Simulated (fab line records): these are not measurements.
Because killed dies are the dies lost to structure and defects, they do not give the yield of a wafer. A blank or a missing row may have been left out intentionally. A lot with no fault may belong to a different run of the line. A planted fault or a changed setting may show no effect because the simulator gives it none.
Comparing a struck lot with a sound one :: flow rit cmos :: 15 out of 202 route steps
Sound: wafers L769.2, L769.4, L769.5. Wafers struck: L780.3, L780.4, L780.6. At the end, the cause is stated.
Order at every step that has rows: each side's tool, ch and its chambers, its first start. Under that, the readings that differ: sound wafers :: struck wafers :: difference of the means :: sigmas: that difference in standard deviations of wafers without a fault.
alike: same words and numbers on both sides, and readings whose means sit less than 2 such deviations apart. not compared: any withheld reading, any reading some wafer has no value for, any bound like >300 that may hide the same value, and any number with overlapping values for which the record gives no deviation.
Wherever a step has rows on one side only, a row that says differs or no value, or a row with sigmas, the two part there. Numbers that don't overlap but have no deviation are shown without sigmas and don't part them. A reading missing from all wafers of one side parts the sides only when that side holds two or more wafers.

RIT_SPACER_ETCHBACK_05: etches Si3N4 in SF6/CHF3, stops on SiO2, target depth 250 nm, time 240 s.
  sound on rie diel-04 ch 1,3, day 3 13:36; struck on rie diel-03 ch 1,2,3, day 5 21:10
  alike: drypump motor current A, oes product au, throttle valve pct
  not compared: rf hours counter h
then, 6 steps without rows for these wafers: RIT_NSD_HMDS_00 (prime time 60 s); RIT_NSD_COAT_01 (resist thk 1000 nm); RIT_NSD_SOFTBAKE_02 (time 60 s); RIT_NSD_EXPOSE_03 (exposes mask M9, target cd 40700 nm); RIT_NSD_PEB_04; RIT_NSD_DEVELOP_05 (develop time 50 s).
RIT_NSD_OVL_MEAS_06:
  sound on overlay-01, day 3 14:41; struck on overlay-01, day 5 22:10
  alike: NSD_OVL
then, 2 steps without rows for these wafers: RIT_NSD_HARDBAKE_07 (time 60 s); RIT_NSD_IMPLANT_08.
RIT_NSD_STRIP_09: strips in O2, time 180 s.
  sound on plasma asher-02 ch 0, day 3 15:01; struck on plasma asher-02 ch 0,1, day 5 22:34
  alike: drypump motor current A
  not compared: rf hours counter h
RIT_NSD_TW_MEAS_10:
  sound on film metro-02, day 3 15:11; struck on film metro-01, day 5 22:41
  alike: NSD_TW
RIT_PSD_HMDS_00: prime time 60 s.
  sound on litho track-02 ch 0, day 3 15:16; struck on litho track-02 ch 0, day 5 22:48
reading: prime temp c (C)
sound: 139.98 140.00 139.95
struck: 148.31 148.27 148.56
difference: +8.40
sigmas: +70
then, 1 step without rows for these wafers: RIT_PSD_COAT_01 (resist thk 1000 nm).
RIT_M1_PROBE_99:
  sound on prober-01, day 4 01:29; struck on prober-02, day 6 08:57
reading: killed_at_M0_to_M3
sound: 1 0 0
struck: 0 0 0
difference: +0
sigmas: -2
  alike: killed at contacts, killed at front end, killed dies, killed open, killed short

== WHERE THEY PART ==
Last at RIT_M1_PROBE_99 as far as this record goes, first at RIT_PSD_HMDS_00.

WHY: the cause the simulator had injected
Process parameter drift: litho track-02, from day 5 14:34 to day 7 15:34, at RIT_PSD_HMDS_00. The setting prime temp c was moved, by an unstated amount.
